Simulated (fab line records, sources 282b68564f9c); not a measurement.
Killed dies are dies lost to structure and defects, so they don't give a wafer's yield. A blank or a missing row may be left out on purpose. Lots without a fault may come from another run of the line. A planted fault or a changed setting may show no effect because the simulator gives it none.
A struck lot beside a sound one | flow rit_cmos | 17 steps out of a route of 202
Sound: wafers L210.2, L210.3, L210.4. Struck: wafers L207.4, L207.5, L207.6. The cause comes at the end.
At each step with rows: each side's tool, then ch and its chambers, then its first start. Under that, the readings that differ: sound wafers | struck wafers | difference of the means | sigmas: that difference in standard deviations of wafers without a fault.
alike: readings whose means differ by less than 2 such deviations, and words and numbers that are the same on both sides. not compared: withheld readings, readings that some wafer has no value for, bounds like >300 that may hide the same value, and numbers for which the record gives no deviation and whose values overlap.
The two part at a step that has a row with sigmas, a row that says differs or no value, or rows on one side only. Numbers that don't overlap but have no deviation are shown without sigmas and don't part them. A reading that every wafer of one side lacks parts them only if that side has two wafers or more.

first, 4 steps without rows for these wafers: RIT_NWELL_SOFTBAKE_02 (time 60 s); RIT_NWELL_EXPOSE_03 (exposes mask M2, target cd 43900 nm); RIT_NWELL_PEB_04; RIT_NWELL_DEVELOP_05 (develop time 68 s).
RIT_NWELL_OVL_MEAS_06:
  sound on overlay-01, day 5 00:15; struck on overlay-01, day 4 09:34
  alike: NWELL_OVL
then, 2 steps without rows for these wafers: RIT_NWELL_HARDBAKE_07 (time 120 s); RIT_NWELL_IMPLANT_08.
RIT_NWELL_STRIP_09: strips in O2, time 180 s.
  sound on plasma_asher-03 ch 0,1, day 5 00:41; struck on plasma_asher-04 ch 0,1, day 4 10:03
  alike: drypump_motor_current_A
  not compared: rf_hours_counter_h
RIT_NWELL_TW_MEAS_10:
  sound on film_metro-02, day 5 00:52; struck on film_metro-02, day 4 10:11
  alike: NWELL_TW
then, 3 steps without rows for these wafers: RIT_PWELL_HMDS_00 (prime time 60 s); RIT_PWELL_COAT_01 (resist thk 1300 nm); RIT_PWELL_SOFTBAKE_02 (time 60 s).
RIT_PWELL_EXPOSE_03: exposes mask M3, target cd 43700 nm.
  sound on iline_stepper-02 ch 0, day 5 01:23; struck on iline_stepper-01 ch 0, day 4 11:06
  reading                       | sound                   | struck         | difference | sigmas
  model.PWELL.overlay_x_nm (nm) | -0.2154 -0.2154 -0.2154 | 6216 6216 6216 | +6216      |
  alike: mask
then, 2 steps without rows for these wafers: RIT_PWELL_PEB_04; RIT_PWELL_DEVELOP_05 (develop time 68 s).
RIT_PWELL_OVL_MEAS_06:
  sound on overlay-01, day 5 01:48; struck on overlay-02, day 4 11:48
  reading        | sound       | struck | difference                    | sigmas
  PWELL_OVL (nm) | 0.9 0.2 0.6 | - - -  | no value on the struck wafers |
  not compared: hold
then, 1 step without rows for these wafers: RIT_M1_PROBE_99.

WHERE THEY PART
Only at RIT_PWELL_OVL_MEAS_06, within this record.

WHY: what the simulator had put in
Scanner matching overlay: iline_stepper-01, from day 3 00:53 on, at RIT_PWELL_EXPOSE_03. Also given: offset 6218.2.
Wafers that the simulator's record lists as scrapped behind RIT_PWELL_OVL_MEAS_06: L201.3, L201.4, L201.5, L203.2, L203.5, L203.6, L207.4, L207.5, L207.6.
